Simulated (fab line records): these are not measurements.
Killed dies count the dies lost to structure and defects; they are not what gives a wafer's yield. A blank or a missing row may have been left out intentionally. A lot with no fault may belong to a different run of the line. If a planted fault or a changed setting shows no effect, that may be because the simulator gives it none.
Which of the tools did it? :: flow rit_cmos :: 14 lots, 42 wafers sampled, at 2 steps of a route of 202

== WHAT THE GAUGES READ, wafer by wafer ==
RIT_CONTACT_THK_MEAS_01. Usual: CONTACT_TEOS_THK gives 399 nm (standard deviation 4.8).
lot: L753
measured: day 3 21:56
on: film_metro-03
CONTACT_TEOS_THK (nm): 399 397 399
flag: 

lot: L754
measured: day 3 22:14
on: film_metro-02
CONTACT_TEOS_THK (nm): 391 394 399
flag: 

lot: L755
measured: day 4 07:25
on: film_metro-02
CONTACT_TEOS_THK (nm): 398 401 405
flag: 

lot: L756
measured: day 4 12:15
on: film_metro-01
CONTACT_TEOS_THK (nm): 402 406 407
flag: 

lot: L758
measured: day 4 22:25
on: film_metro-02
CONTACT_TEOS_THK (nm): 396 404 403
flag: 

lot: L759
measured: day 5 02:41
on: film_metro-03
CONTACT_TEOS_THK (nm): 396 402 403
flag: 

lot: L762
measured: day 5 16:50
on: film_metro-03
CONTACT_TEOS_THK (nm): 234 400 398 234 400 398
flag: OFF

lot: L766
measured: day 6 06:21
on: film_metro-03
CONTACT_TEOS_THK (nm): 228 396 397 228 396 397
flag: OFF

lot: L767
measured: day 6 14:26
on: film_metro-03
CONTACT_TEOS_THK (nm): 407 404 405
flag: 

lot: L769
measured: day 6 23:28
on: film_metro-02
CONTACT_TEOS_THK (nm): 399 396 397
flag: 

lot: L770
measured: day 7 01:07
on: film_metro-03
CONTACT_TEOS_THK (nm): 394 396 403
flag: 

lot: L772
measured: day 7 13:04
on: film_metro-01
CONTACT_TEOS_THK (nm): 397 403 406
flag: 

lot: L774
measured: day 8 06:26
on: film_metro-01
CONTACT_TEOS_THK (nm): 395 397 397
flag: 

lot: L775
measured: day 8 07:29
on: film_metro-02
CONTACT_TEOS_THK (nm): 395 399 398
flag: 

== EACH LOT AND THE TOOL THAT RAN IT (in order: tool; ch and the chambers of the sampled wafers; start) ==
lot: L753
RIT_CONTACT_CVD_00: pecvd-02 ch 0,1,2, day 3 21:52

lot: L754
RIT_CONTACT_CVD_00: pecvd-04 ch 0,1,2, day 3 22:10

lot: L755
RIT_CONTACT_CVD_00: pecvd-03 ch 0,1,2, day 4 07:22

lot: L756
RIT_CONTACT_CVD_00: pecvd-02 ch 0,2, day 4 12:11

lot: L758
RIT_CONTACT_CVD_00: pecvd-03 ch 0,1, day 4 22:21

lot: L759
RIT_CONTACT_CVD_00: pecvd-02 ch 0,1, day 5 02:38

lot: L762
RIT_CONTACT_CVD_00: pecvd-02 ch 0,2, day 5 16:46

lot: L766
RIT_CONTACT_CVD_00: pecvd-02 ch 0,1,2, day 6 06:18

lot: L767
RIT_CONTACT_CVD_00: pecvd-03 ch 0,1,2, day 6 14:22

lot: L769
RIT_CONTACT_CVD_00: pecvd-04 ch 0,2, day 6 23:25

lot: L770
RIT_CONTACT_CVD_00: pecvd-03 ch 0,2, day 7 01:04

lot: L772
RIT_CONTACT_CVD_00: pecvd-04 ch 1,2, day 7 13:01

lot: L774
RIT_CONTACT_CVD_00: pecvd-03 ch 0,2, day 8 06:23

lot: L775
RIT_CONTACT_CVD_00: pecvd-04 ch 0,1,2, day 8 07:26
- RIT_CONTACT_CVD_00: deposits SiO2 from TEOS, target thk 400 nm, time 61 s.

== AS READ BY THE TOOLS THEMSELVES (means over the sampled wafers that have a number; for cases with no such wafer, the mark the record gives instead) ==
RIT_CONTACT_CVD_00. Usual: heater_power_w at 325 W, with a standard deviation of 52.
lot: L753
tool: pecvd-02
heater_power_w (W): 331
flag: 

lot: L754
tool: pecvd-04
heater_power_w (W): 376
flag: 

lot: L755
tool: pecvd-03
heater_power_w (W): 322
flag: 

lot: L756
tool: pecvd-02
heater_power_w (W): 336
flag: 

lot: L758
tool: pecvd-03
heater_power_w (W): 353
flag: 

lot: L759
tool: pecvd-02
heater_power_w (W): 330
flag: 

lot: L762
tool: pecvd-02
heater_power_w (W): 310
flag: 

lot: L766
tool: pecvd-02
heater_power_w (W): 318
flag: 

lot: L767
tool: pecvd-03
heater_power_w (W): 301
flag: 

lot: L769
tool: pecvd-04
heater_power_w (W): 320
flag: 

lot: L770
tool: pecvd-03
heater_power_w (W): 316
flag: 

lot: L772
tool: pecvd-04
heater_power_w (W): 362
flag: 

lot: L774
tool: pecvd-03
heater_power_w (W): 326
flag: 

lot: L775
tool: pecvd-04
heater_power_w (W): 339
flag: 

== THE ANSWER, worked out from the rows above alone ==
Rule: take the mean of a lot's wafers that have a number; if it is more than 3 standard deviations from the usual mean, the lot is off. Also off: a lot with no number at a reading for which 4 or more lots have one. All remaining lots with rows at the step are treated as sound. First the gauges in route order, then the tools' own readings, where a lot's mean is used as printed above. The first step at which some lot is off is used, and at that step the reading that is off furthest; a lot without a number counts as furthest.
Off: L762, L766, seen at RIT_CONTACT_THK_MEAS_01 (CONTACT_TEOS_THK).
If a tool, at a process step before that reading, ran all the lots that are off and no sound lot after the first of them, it fits. The gauges at RIT_CONTACT_THK_MEAS_01 are tried like those tools. One candidate fits, namely pecvd-02 at RIT_CONTACT_CVD_00. A fault onset in the window from L759 (day 5 02:38, its last sound lot) to L762 (day 5 16:46, its first lot off) fits.

== WHAT THE SIMULATOR PUT IN ==
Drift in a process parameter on pecvd-02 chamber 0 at RIT_CONTACT_CVD_00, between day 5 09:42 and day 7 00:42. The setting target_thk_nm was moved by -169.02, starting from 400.
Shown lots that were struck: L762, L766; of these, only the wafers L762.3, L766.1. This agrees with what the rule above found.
